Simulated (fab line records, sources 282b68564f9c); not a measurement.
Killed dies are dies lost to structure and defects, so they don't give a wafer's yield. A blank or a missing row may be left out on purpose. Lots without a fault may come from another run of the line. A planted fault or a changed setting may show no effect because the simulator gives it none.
Problem report in the 8D (eight disciplines) form, filled by code | flow rit_cmos | the parts of the form that need people (team, actions taken, sign-off) are left out

1. THE PROBLEM
M1_AL_RS at RIT_M1_RS_MEAS_01 reads a mean of 0.0529 ohm/sq on 6 wafers of 2 lots; wafers without a fault read 0.0712 ohm/sq with a standard deviation of 0.00075. That is -24 standard deviations from the usual mean.
The step: measures by four-point-probe.
First seen on wafer L187.1, day 5 03:42, on film_metro-01. The record holds 36 wafers of 12 lots with a number at this step. Rule for "out", or "out of limits": more than 4 standard deviations from the usual mean. The other wafers with a number count as sound.

2. WHAT IT IS AND WHAT IT IS NOT
question                    | is                     | is not
which readings at this step | M1_AL_RS               | -
which lots                  | L187, L189             | L179, L180, L181, L182, L192, L195, L196, L198, L200, L202
which wafers of those lots  | all that have a number | -
read on which gauges        | film_metro-01          | film_metro-02, film_metro-04
when                        | from day 5 03:42       | up to then (12 sound wafers); but 18 sound wafers of L192, L195, L196, L198, L200, L202 came after

3. SUSPECTS, AND WHAT RULES EACH OUT
Counting: a tool at a process step up to the reading stays a suspect if it ran every lot that is out and no sound lot after the first of them.
- the gauge at RIT_M1_RS_MEAS_01: ruled out. All the wafers that are out were read on film_metro-01, but those of them that RIT_M1_METAL_ETCH_12 has rows for are out there too, on other tools.
- pvd_sputter-03 at RIT_M1_SPUTTER_00 (material Al, target thk 400 nm, time 500 s): kept. It ran every lot that is out, first L187 (day 5 03:25), and no sound lot after that; its last sound lot up to then is L181 (day 3 14:07).
Left after counting: pvd_sputter-03 at RIT_M1_SPUTTER_00.

4. THE CAUSE (what the simulator had put in)
Process parameter drift: pvd_sputter-03, from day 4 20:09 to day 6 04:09, at RIT_M1_SPUTTER_00. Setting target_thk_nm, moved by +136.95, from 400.
Counting left only this tool.

5. THE CHAIN OF EFFECTS, in route order
Each row: a reading whose mean over the struck wafers that have a number lies more than 3 standard deviations from the usual. Only readings for which the record gives a usual standard deviation are gone through. hours: the time from each lot's start at the first step in this table that gives one to its start at this step, as a median over the lots. sigmas: the change in usual standard deviations.
hours | step                 | reading        | usual         | on struck wafers | change  | sigmas
0     | RIT_M1_RS_MEAS_01    | M1_AL_RS       | 0.0712 ohm/sq | 0.0529           | -0.0183 | -24
0     | RIT_M1_THK_MEAS_02   | M1_AL_THK      | 416 nm        | 563              | +147    | +35
2     | RIT_M1_METAL_ETCH_12 | oes_product_au | 0.792 a.u.    | 0.951            | +0.159  | +14
The process steps in it:
- RIT_M1_METAL_ETCH_12: etches Al in Cl2/BCl3, stops on SiO2, time 165 s, target depth 600 nm.

6. WHAT WOULD HAVE CAUGHT IT SOONER
In this record the first reading out of limits at a measuring or inspecting step was taken at day 5 03:42, 8 hours after the fault began at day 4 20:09.
Of the tool readings at RIT_M1_SPUTTER_00 for which the record gives a usual standard deviation, none was out on any struck wafer, so an alarm limit of 4 standard deviations on them would not have fired.
Of the lots that are out (2), L189 began RIT_M1_SPUTTER_00 on pvd_sputter-03 after day 5 03:42. A hold on the tool at that time would have spared it.
